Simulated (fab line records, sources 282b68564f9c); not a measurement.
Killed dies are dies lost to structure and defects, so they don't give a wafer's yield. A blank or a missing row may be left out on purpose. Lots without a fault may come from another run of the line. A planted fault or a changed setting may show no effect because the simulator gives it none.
Which tool did it? | flow rit_cmos | 7 lots, 21 wafers sampled, at 2 steps of a route of 202

WHAT THE GAUGES READ, wafer by wafer
RIT_M1_RS_MEAS_01: measures by four-point-probe.
lot  | measured    | on            | M1_AL_RS (ohm/sq)
L135 | day 3 14:49 | film_metro-04 | 0.0735 0.0743 0.0734
L138 | day 4 10:27 | film_metro-04 | 0.0737 0.0732 0.0744
L139 | day 4 17:58 | film_metro-03 | 0.0742 0.0735 0.0739
L145 | day 5 22:57 | film_metro-03 | - - -
L147 | day 6 04:16 | film_metro-04 | - - -
L154 | day 7 18:53 | film_metro-03 | 0.0730 0.0729 0.0735
L156 | day 8 04:56 | film_metro-04 | 0.0727 0.0723 0.0723

WHICH TOOL RAN EACH LOT (tool, then ch and the chambers of the sampled wafers, then the start)
lot  | RIT_M1_SPUTTER_00
L135 | pvd_sputter-03, day 3 14:31
L138 | pvd_sputter-03, day 4 10:09
L139 | pvd_sputter-03, day 4 17:39
L145 | pvd_sputter-03, day 5 22:37
L147 | pvd_sputter-03, day 6 03:58
L154 | pvd_sputter-01, day 7 18:36
L156 | pvd_sputter-01, day 8 04:38
- RIT_M1_SPUTTER_00: material Al, target thk 400 nm, time 500 s.

THE ANSWER, worked out from the rows above alone
Rule: what is usual is taken from the lots themselves. Put in order of their means at a reading, lots are off if they are a third of the lots or fewer, leave a main group of 4 or more, and stand apart from it by a gap of 3 or more times the standard deviation of the main group's means; of several such gaps the widest counts. A main group whose means are all the same, to the digits that the tables above print for the reading, isn't used. A lot without any number at a reading at which 4 lots or more have one is off too. The other lots that the step has rows for count as sound.
Off: L145, L147, at RIT_M1_RS_MEAS_01 (M1_AL_RS). Without a number there: L145, L147. The main group: mean 0.0734 ohm/sq, standard deviation 0.00054.
A tool fits if, at a process step before that reading, it ran every lot that is off, and no sound lot after the first of them. The gauges at RIT_M1_RS_MEAS_01 are tried like those tools. One fits: pvd_sputter-03 at RIT_M1_SPUTTER_00. Its last sound lot is L139 (day 4 17:39), its first lot that is off L145 (day 5 22:37): a fault that began between those two fits.

WHAT THE SIMULATOR HAD PUT IN
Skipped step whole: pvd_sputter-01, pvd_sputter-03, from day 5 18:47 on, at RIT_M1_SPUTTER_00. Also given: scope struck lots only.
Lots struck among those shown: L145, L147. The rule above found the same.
